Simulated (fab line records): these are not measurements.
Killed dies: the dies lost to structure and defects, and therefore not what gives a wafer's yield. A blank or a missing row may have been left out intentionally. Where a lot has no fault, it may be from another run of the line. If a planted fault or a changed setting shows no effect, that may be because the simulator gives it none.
Which tool was responsible? | flow rit cmos | Sampling: 6 lots, 18 wafers, 2 of 202 route steps

== WHAT EACH GAUGE READ, for each wafer ==
RIT_GATE_THK_MEAS_09.
lot  | measured    | on            | GATE_POLY_THK (nm)
L567 | day 2 18:59 | film metro-02 | 251.4 254.3 251.2
L569 | day 3 05:01 | film metro-03 | 250.4 253.7 248.7
L572 | day 3 18:03 | film metro-02 | 248.6 249.3 247.6
L575 | day 4 09:28 | film metro-03 | 169.1 168.9 168.2
L582 | day 6 02:30 | film metro-02 | 253.9 249.4 249.4
L588 | day 7 09:18 | film metro-03 | 250.4 251.6 251.4

== WHAT TOOL EACH LOT RAN ON (gives the tool, then ch and the chambers of the sampled wafers, and finally the start) ==
lot  | RIT_GATE_CVD_08
L567 | lpcvd-02 ch 1, day 2 17:22
L569 | lpcvd-01 ch 1, day 3 03:23
L572 | lpcvd-01 ch 1, day 3 16:26
L575 | lpcvd-02 ch 1, day 4 07:50
L582 | lpcvd-01 ch 0, day 6 00:04
L588 | lpcvd-01 ch 1, day 7 07:41
- RIT_GATE_CVD_08: deposits poly-Si from SiH4, target thk 250 nm, time 2220 s.

== THE ANSWER, worked out from the rows above alone ==
Rule: what is usual is taken from the lots themselves. The widest of any qualifying gaps counts: lots, ordered by their means at a reading, are off when they make up no more than a third of the lots, leave a main group of 4 or more, and stand apart from it by 3 or more times the standard deviation of that group's means. A main group is skipped when, at the precision printed for the reading in the tables above, its means are all equal. A lot without any number at a reading at which 4 lots or more have one is off too. The other lots that the step has rows for count as sound.
Off: at RIT_GATE_THK_MEAS_09 (GATE_POLY_THK), L575. The main group: mean 250.8 nm, standard deviation 1.2.
If a tool, at a process step before that reading, ran all the lots that are off and no sound lot after the first of them, it fits. Those tools and the gauges at RIT_GATE_THK_MEAS_09 are tried in the same way. One fits: RIT_GATE_CVD_08 on lpcvd-02. A fault onset in the window from L567 (day 2 17:22, its last sound lot) to L575 (day 4 07:50, its first lot off) fits.

== WHAT THE SIMULATOR HAD PUT IN ==
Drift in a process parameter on lpcvd-02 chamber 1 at RIT_GATE_CVD_08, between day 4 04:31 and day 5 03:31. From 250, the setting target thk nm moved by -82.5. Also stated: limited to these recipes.
Shown lots that were struck: L575. This agrees with what the rule above found.
